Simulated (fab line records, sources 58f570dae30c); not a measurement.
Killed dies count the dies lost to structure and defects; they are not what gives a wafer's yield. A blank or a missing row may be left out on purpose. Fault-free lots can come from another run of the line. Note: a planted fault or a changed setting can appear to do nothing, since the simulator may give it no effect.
fab line records    flow berkeleyCmos170
[record] lots = 15  wafers = 45  lastDay = 13
route steps=331 shown SPACER@172 CONTACT@217 V1@257 V2@296
lots that met no fault: taken from a fault-free run of the same line
startH: hours from the record's first day to the start of the lot's first wafer shown    waitH: hours from the lot's prior step to this one    " unchanged from the row above    L1.1+2: a single row standing in for several wafers    - no value present, or no start provided    * or withheld: withheld    < > ~ a bound
route shown NAME@n: names a module that has steps shown in the file, with the first one's number in the route    usual: mean and standard deviation over wafers with no fault    same: alike in all rows    chamber/n: place in a boat    sites: the reading at each site    _std_site: their standard deviation    _edge_site: inner sites' mean taken away from outer sites' mean    radiusMm: how far each site lies from the wafer's centre    mask NAME#n: copy n    behind: tool/chamber where the wafer was last shaped    hold: why the lot was held/for how many hours/how that ended    device: the n, p or np transistor that did not switch    end of line: at the end of the route, the tests of the same wafers    a step without rows: its recipe alone    killed: dies lost to structure and defects at the first sort, not the wafer's yield    map: dies across one wafer; x = killed, . = not, _ = none there
set.NAME: setting as actually run; set.NAME@STEP: the setting as run at that earlier step    model.NAME: the simulator's own value behind a step, which no gauge read
one table for each step of the route and one row for each wafer, over a sample of lots
services: the hour from which a tool's chamber was out of use, counted from the record's first day as startH (under 0 if before that day), plus the number of hours and why
[[steps]]
[step UCB170_SPACER_THK_MEAS_01]
[recipe] reads = SiO2_of_SPACER_CVD_00
[usual] SPACER_TEOS_THK = 377/5
lot.wafer  tool          chamber  startH  waitH  SPACER_TEOS_THK[nm]
L257.1     filmMetro-02  -        163.79  0.0    376
L257.3     "             -        "       "      372
L257.4     "             -        "       "      382
L260.1     filmMetro-04  -        167.15  0.0    371
L260.3     "             -        "       "      367
L260.4     "             -        "       "      376
L264.1     filmMetro-03  -        203.25  0.0    371
L264.3     "             -        "       "      376
L264.5     "             -        "       "      375
L265.3     filmMetro-04  -        203.80  0.0    377
L265.4     "             -        "       "      375
L265.6     "             -        "       "      376
L263.1     filmMetro-03  -        203.96  0.0    379
L263.4     "             -        "       "      384
L263.5     "             -        "       "      387
L270.1     filmMetro-02  -        229.23  0.0    374
L270.2     "             -        "       "      377
L270.6     "             -        "       "      380
L272.1     filmMetro-02  -        244.01  0.0    368
L272.2     "             -        "       "      375
L272.5     "             -        "       "      374
L271.2     filmMetro-04  -        244.02  0.0    381
L271.3     "             -        "       "      381
L271.6     "             -        "       "      384
L274.1     filmMetro-02  -        244.58  0.0    373
L274.2     "             -        "       "      378
L274.3     "             -        "       "      379
L275.1     filmMetro-04  -        244.58  0.0    371
L275.2     "             -        "       "      369
L275.4     "             -        "       "      379
L276.1     filmMetro-04  -        260.74  0.0    378
L276.4     "             -        "       "      380
L276.6     "             -        "       "      377
L279.2     filmMetro-02  -        261.05  0.0    372
L279.3     "             -        "       "      377
L279.4     "             -        "       "      380
L278.1     filmMetro-03  -        261.32  0.0    370
L278.4     "             -        "       "      376
L278.5     "             -        "       "      371
L277.1     filmMetro-04  -        261.80  0.0    376
L277.4     "             -        "       "      377
L277.6     "             -        "       "      378
L280.3     filmMetro-04  -        277.71  0.0    370
L280.4     "             -        "       "      374
L280.5     "             -        "       "      373
[step UCB170_CONTACT_CVD_01]
[recipe] material = PSG  targetThkNm = 700  tempC = 450  precursor = SiH4/O2/PH3  timeS = 2820  pressureMtorr = 300  sih4FlowSccm = 60  o2FlowSccm = 90  ph3FlowSccm = 25
[usual] sih4FlowSccm = 59.98/0.17  susceptorTempC = 450.00/0.23
lot.wafer  tool      chamber  startH  waitH  sih4FlowSccm  susceptorTempC
L257.1     lpcvd-01  0        181.11  1.4    60.16         450.11
L257.3     "         0        "       "      60.10         449.94
L257.4     "         0        "       "      60.26         449.85
L260.1     lpcvd-01  1        181.11  0.9    59.85         449.79
L260.3     "         1        "       "      59.98         449.84
L260.4     "         1        "       "      60.01         449.24
L263.1     lpcvd-01  0        215.95  0.4    30.08         450.15
L263.4     "         0        "       "      29.94         450.17
L263.5     "         0        "       "      30.09         450.01
L264.1     lpcvd-01  1        215.95  0.6    29.61         449.93
L264.3     "         1        "       "      29.66         449.88
L264.5     "         1        "       "      29.80         449.89
L265.3     lpcvd-01  1        215.95  0.1    30.13         449.77
L265.4     "         1        "       "      30.11         449.61
L265.6     "         1        "       "      29.90         449.91
L270.1     lpcvd-02  0        242.77  0.0    60.38         449.62
L270.2     "         0        "       "      59.83         449.91
L270.6     "         0        "       "      59.83         450.02
L271.2     lpcvd-02  0        267.21  0.0    60.18         450.26
L271.3     "         0        "       "      59.83         450.10
L271.6     "         0        "       "      60.09         450.50
L272.1     lpcvd-02  1        269.89  2.1    59.92         449.93
L272.2     "         1        "       "      59.81         450.43
L272.5     "         1        "       "      59.89         450.15
L274.1     lpcvd-02  0        269.89  1.8    60.01         449.99
L274.2     "         0        "       "      59.88         449.67
L274.3     "         0        "       "      59.88         449.79
L275.1     lpcvd-02  0        269.89  2.3    60.01         450.20
L275.2     "         0        "       "      59.83         449.98
L275.4     "         0        "       "      59.81         450.22
L276.1     lpcvd-01  1        278.13  3.1    60.07         449.70
L276.4     "         1        "       "      60.02         449.95
L276.6     "         1        "       "      59.89         449.80
L277.1     lpcvd-01  0        278.13  2.4    60.15         450.04
L277.4     "         0        "       "      60.05         450.32
L277.6     "         0        "       "      60.42         450.03
L278.1     lpcvd-01  0        278.13  2.8    59.93         449.64
L278.4     "         0        "       "      60.08         449.96
L278.5     "         0        "       "      59.79         450.19
L279.2     lpcvd-01  0        278.13  2.7    60.10         450.31
L279.3     "         0        "       "      60.02         450.04
L279.4     "         0        "       "      60.09         450.20
L280.3     lpcvd-01  1        296.50  0.7    59.83         450.27
L280.4     "         1        "       "      59.70         449.86
L280.5     "         1        "       "      59.67         450.02
[step UCB170_CONTACT_THK_MEAS_02]
[recipe] reads = PSG_of_CONTACT_CVD_01
[usual] CONTACT_PSG_THK = 700/6.8
lot.wafer  tool          chamber  startH  waitH  CONTACT_PSG_THK[nm]
L260.1     filmMetro-04  -        182.89  0.0    707
L260.3     "             -        "       "      704
L260.4     "             -        "       "      701
L257.1     filmMetro-04  -        182.95  0.1    712
L257.3     "             -        "       "      713
L257.4     "             -        "       "      712
L263.1     filmMetro-01  -        217.73  0.0    569
L263.4     "             -        "       "      576
L263.5     "             -        "       "      573
L264.1     filmMetro-03  -        217.73  0.0    573
L264.3     "             -        "       "      567
L264.5     "             -        "       "      569
L265.3     filmMetro-04  -        217.75  0.0    584
L265.4     "             -        "       "      571
L265.6     "             -        "       "      575
L270.1     filmMetro-01  -        244.55  0.0    701
L270.2     "             -        "       "      708
L270.6     "             -        "       "      704
L271.2     filmMetro-03  -        269.90  0.0    711
L271.3     "             -        "       "      704
L271.6     "             -        "       "      702
L275.1     filmMetro-04  -        273.90  0.0    693
L275.2     "             -        "       "      694
L275.4     "             -        "       "      697
L272.1     filmMetro-03  -        273.94  0.0    687
L272.2     "             -        "       "      695
L272.5     "             -        "       "      694
L274.1     filmMetro-01  -        273.96  0.1    692
L274.2     "             -        "       "      694
L274.3     "             -        "       "      693
L276.1     filmMetro-01  -        279.92  0.0    701
L276.4     "             -        "       "      698
L276.6     "             -        "       "      704
L277.1     filmMetro-04  -        279.93  0.0    702
L277.4     "             -        "       "      700
L277.6     "             -        "       "      701
L279.2     filmMetro-03  -        279.96  0.0    700
L279.3     "             -        "       "      698
L279.4     "             -        "       "      702
L278.1     filmMetro-01  -        279.98  0.1    694
L278.4     "             -        "       "      692
L278.5     "             -        "       "      687
L280.3     filmMetro-03  -        298.35  0.1    704
L280.4     "             -        "       "      705
L280.5     "             -        "       "      701
[step UCB170_CONTACT_ETCH_18]
[recipe] chemistry = CHF3/CF4/Ar  target = PSG  stopOn = TiSi2  CHF3_flow_sccm = 45  cf4FlowSccm = 15  Ar_flow_sccm = 150  pressureMtorr = 200  rfW = 700  targetDepthA = 8400  overEtchFrac = 0.2  timeS = 195
[usual] CHF3_flow_sccm = 44.98/0.13  drypumpMotorCurrentA = 5.9/0.61  oesProductAu = 0.899/0.012  throttleValvePct = 6.98/0.13
lot.wafer  tool        chamber  startH  waitH  CHF3_flow_sccm  drypumpMotorCurrentA  oesProductAu  rfHoursCounterH  throttleValvePct
L260.1     rieDiel-02  2        -       -      45.02           6.2                   0.917         133              6.99
L260.3     "           0        "       "      44.82           5.8                   0.917         119              6.96
L260.4     "           1        "       "      45.18           6.6                   0.886         4                6.93
L257.1     rieDiel-03  2        -       -      45.11           5.0                   0.892         144              6.77
L257.3     "           0        "       "      44.90           6.3                   0.894         12               6.82
L257.4     "           1        "       "      44.95           5.3                   0.907         5                7.12
L264.1     rieDiel-01  0        -       -      44.74           6.6                   0.818         14               7.17
L264.3     "           2        "       "      45.07           5.8                   0.798         95               7.14
L264.5     "           0        "       "      44.96           6.6                   0.809         -                7.18
L265.3     rieDiel-02  2        -       -      45.25           6.2                   0.825         135              7.01
L265.4     "           1        "       "      44.96           6.6                   0.796         5                6.93
L265.6     "           1        "       "      44.99           6.6                   0.785         -                6.94
L263.1     rieDiel-03  0        -       -      45.10           6.2                   0.784         14               6.85
L263.4     "           1        "       "      45.02           5.3                   0.814         -                7.10
L263.5     "           2        "       "      44.90           5.1                   0.803         -                6.80
L270.1     rieDiel-03  0        -       -      45.04           6.3                   0.885         15               6.85
L270.2     "           3        "       "      45.08           6.4                   0.919         40               6.85
L270.6     "           0        "       "      44.85           6.2                   0.885         -                6.83
L271.2     rieDiel-01  1        -       -      45.05           4.8                   0.913         40               7.05
L271.3     "           2        "       "      45.23           5.8                   0.911         97               7.16
L271.6     "           1        "       "      45.10           4.8                   0.893         -                7.05
L275.1     rieDiel-01  3        -       -      44.84           6.2                   0.905         67               7.00
L275.2     "           2        "       "      44.78           5.8                   0.897         97               7.15
L275.4     "           0        "       "      45.19           6.6                   0.913         16               7.18
L272.1     rieDiel-03  1        -       -      45.25           5.2                   0.882         9                7.10
L272.2     "           0        "       "      44.97           6.3                   0.881         16               6.84
L272.5     "           0        "       "      44.91           6.3                   0.881         -                6.83
L274.1     rieDiel-01  0        -       -      44.91           6.6                   0.905         16               7.18
L274.2     "           2        "       "      44.93           5.8                   0.900         97               7.14
L274.3     "           1        "       "      44.81           4.8                   0.897         40               7.04
L276.1     rieDiel-02  3        -       -      45.06           6.5                   0.912         2                6.78
L276.4     "           0        "       "      44.82           5.9                   0.915         124              6.98
L276.6     "           1        "       "      44.85           6.6                   0.885         -                6.93
L277.1     rieDiel-01  2        -       -      44.92           5.8                   0.904         98               7.16
L277.4     "           2        "       "      45.08           5.8                   0.900         -                7.16
L277.6     "           1        "       "      45.13           4.8                   0.899         -                7.06
L279.2     rieDiel-03  2        -       -      44.83           5.0                   0.898         2                6.80
L279.3     "           1        "       "      44.67           5.2                   0.888         10               7.10
L279.4     "           0        "       "      44.96           6.3                   0.886         16               6.82
L278.1     rieDiel-01  2        -       -      44.95           5.8                   0.902         98               7.17
L278.4     "           3        "       "      44.89           6.2                   0.901         -                6.99
L278.5     "           1        "       "      44.87           4.8                   0.900         -                7.05
L280.3     rieDiel-03  1        -       -      45.23           5.2                   0.899         11               7.11
L280.4     "           2        "       "      45.08           5.0                   0.898         4                6.80
L280.5     "           3        "       "      45.02           6.3                   0.911         -                6.85
[step UCB170_V1_BOW_MEAS_03]
[recipe] mode = bow
[usual] V1_BOW = 18/7.1
lot.wafer  tool          chamber  startH  waitH  V1_BOW[um]
L257.1     filmMetro-04  -        190.69  0.2    21
L257.3     "             -        "       "      10
L257.4     "             -        "       "      15
L260.1     filmMetro-04  -        190.99  0.1    5
L260.3     "             -        "       "      14
L260.4     "             -        "       "      1
L264.1     filmMetro-03  -        225.79  0.2    25
L264.3     "             -        "       "      25
L264.5     "             -        "       "      15
L265.3     filmMetro-04  -        225.84  0.2    18
L265.4     "             -        "       "      14
L265.6     "             -        "       "      14
L263.1     filmMetro-02  -        226.09  0.1    12
L263.4     "             -        "       "      25
L263.5     "             -        "       "      21
L270.1     filmMetro-04  -        250.58  0.2    11
L270.2     "             -        "       "      20
L270.6     "             -        "       "      10
L271.2     filmMetro-02  -        277.35  0.1    24
L271.3     "             -        "       "      17
L271.6     "             -        "       "      24
L275.1     filmMetro-04  -        280.25  0.1    20
L275.2     "             -        "       "      1
L275.4     "             -        "       "      8
L272.1     filmMetro-04  -        281.58  0.1    9
L272.2     "             -        "       "      15
L272.5     "             -        "       "      14
L274.1     filmMetro-04  -        281.91  0.3    17
L274.2     "             -        "       "      24
L274.3     "             -        "       "      5
L276.1     filmMetro-02  -        287.54  0.1    29
L276.4     "             -        "       "      27
L276.6     "             -        "       "      16
L277.1     filmMetro-04  -        288.88  0.2    20
L277.4     "             -        "       "      26
L277.6     "             -        "       "      18
L278.1     filmMetro-03  -        290.21  0.1    26
L278.4     "             -        "       "      36
L278.5     "             -        "       "      16
L279.2     filmMetro-04  -        290.23  0.3    12
L279.3     "             -        "       "      6
L279.4     "             -        "       "      8
L280.3     filmMetro-02  -        305.35  0.1    20
L280.4     "             -        "       "      17
L280.5     "             -        "       "      14
[step UCB170_V2_THK_MEAS_04]
[recipe] reads = SiO2_of_V2_CVD_00
[usual] V2_POLISHED_THK = 1000.2/1.1
lot.wafer  tool          chamber  startH  waitH  V2_POLISHED_THK[nm]
L257.1     filmMetro-03  -        199.37  0.1    1000.7
L257.3     "             -        "       "      1000.1
L257.4     "             -        "       "      1000.0
L260.1     filmMetro-03  -        199.86  0.1    999.3
L260.3     "             -        "       "      1001.0
L260.4     "             -        "       "      1001.2
L264.1     filmMetro-01  -        231.95  0.1    1000.6
L264.3     "             -        "       "      1000.1
L264.5     "             -        "       "      999.1
L265.3     filmMetro-03  -        232.35  0.1    1000.7
L265.4     "             -        "       "      1000.2
L265.6     "             -        "       "      1001.6
L263.1     filmMetro-01  -        232.57  0.1    1001.4
L263.4     "             -        "       "      998.8
L263.5     "             -        "       "      998.8
L270.1     filmMetro-03  -        255.65  0.1    1000.0
L270.2     "             -        "       "      1000.8
L270.6     "             -        "       "      1002.2
L271.2     filmMetro-03  -        282.43  0.1    1001.7
L271.3     "             -        "       "      1000.7
L271.6     "             -        "       "      1000.8
L275.1     filmMetro-03  -        290.63  0.1    999.0
L275.2     "             -        "       "      998.7
L275.4     "             -        "       "      999.1
L272.1     filmMetro-01  -        292.23  0.1    999.7
L272.2     "             -        "       "      1000.2
L272.5     "             -        "       "      1002.5
L274.1     filmMetro-03  -        292.96  0.1    998.7
L274.2     "             -        "       "      1000.5
L274.3     "             -        "       "      999.5
L276.1     filmMetro-03  -        296.68  0.1    1000.7
L276.4     "             -        "       "      1000.8
L276.6     "             -        "       "      1000.3
L277.1     filmMetro-03  -        297.45  0.1    999.5
L277.4     "             -        "       "      999.5
L277.6     "             -        "       "      999.8
L279.2     filmMetro-01  -        301.03  0.1    1000.0
L279.3     "             -        "       "      1000.1
L279.4     "             -        "       "      1001.0
L278.1     filmMetro-01  -        301.26  0.1    1000.2
L278.4     "             -        "       "      999.9
L278.5     "             -        "       "      1000.9
L280.3     filmMetro-04  -        313.08  0.1    999.2
L280.4     "             -        "       "      1002.2
L280.5     "             -        "       "      998.0
[[services]]
tool        chamber  startH  hours  kind
rieDiel-03  2        202.08  -      clean
rieDiel-03  2        202.08  14.5   scheduledDown
rieDiel-03  2        202.08  14.5   ventCycle
rieDiel-03  3        219.37  5.3    repair
rieDiel-02  3        221.57  -      clean
rieDiel-02  3        221.57  17.4   scheduledDown
rieDiel-02  3        221.57  17.4   ventCycle
rieDiel-02  2        244.02  8.7    repair
rieDiel-02  1        244.05  3.3    repair
lpcvd-01    -        249.60  1.7    repair
rieDiel-02  2        255.81  -      clean
rieDiel-02  2        255.81  26.2   scheduledDown
rieDiel-02  2        255.81  26.2   ventCycle
rieDiel-03  2        258.21  23.7   repair
rieDiel-01  0        278.19  6.3    repair
rieDiel-01  1        285.34  3.0    repair
rieDiel-02  2        293.49  7.6    repair
[[key]]
[firstSign] step = UCB170_CONTACT_CVD_01  reading = sih4FlowSccm  direction = down  sigmas = 99+  usual = 59.98  struck = 29.92
[effect] step = UCB170_CONTACT_THK_MEAS_02  reading = CONTACT_PSG_THK  direction = down  sigmas = 19  usual = 700  struck = 573
[effect] step = UCB170_CONTACT_ETCH_18  reading = oesProductAu  direction = down  sigmas = 8.3  usual = 0.899  struck = 0.804
metAt UCB170_CONTACT_CVD_01
struckLots L263,L264,L265
testerLeftOut L263,L264,L265
notActingAt UCB170_SPACER_THK_MEAS_01,UCB170_V1_BOW_MEAS_03,UCB170_V2_THK_MEAS_04
onsetBetween 181.11 215.95
[fault] kind = processParameterDrift  tool = lpcvd-01  chamber = -  onsetH = 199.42  steps = UCB170_CONTACT_CVD_01  channel = sih4FlowSccm  offset = -30  shape = step  endH = 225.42  actsIn = theseRecipesOnly  stated = 60
// testerLeftOut: of these lots the tester's yield and bins aren't shown, on N5 and GAA mostly nor the transistor test; their killed dies are dies lost to structure and defects alone, not to doping, threshold or leakage, so they don't give the yield
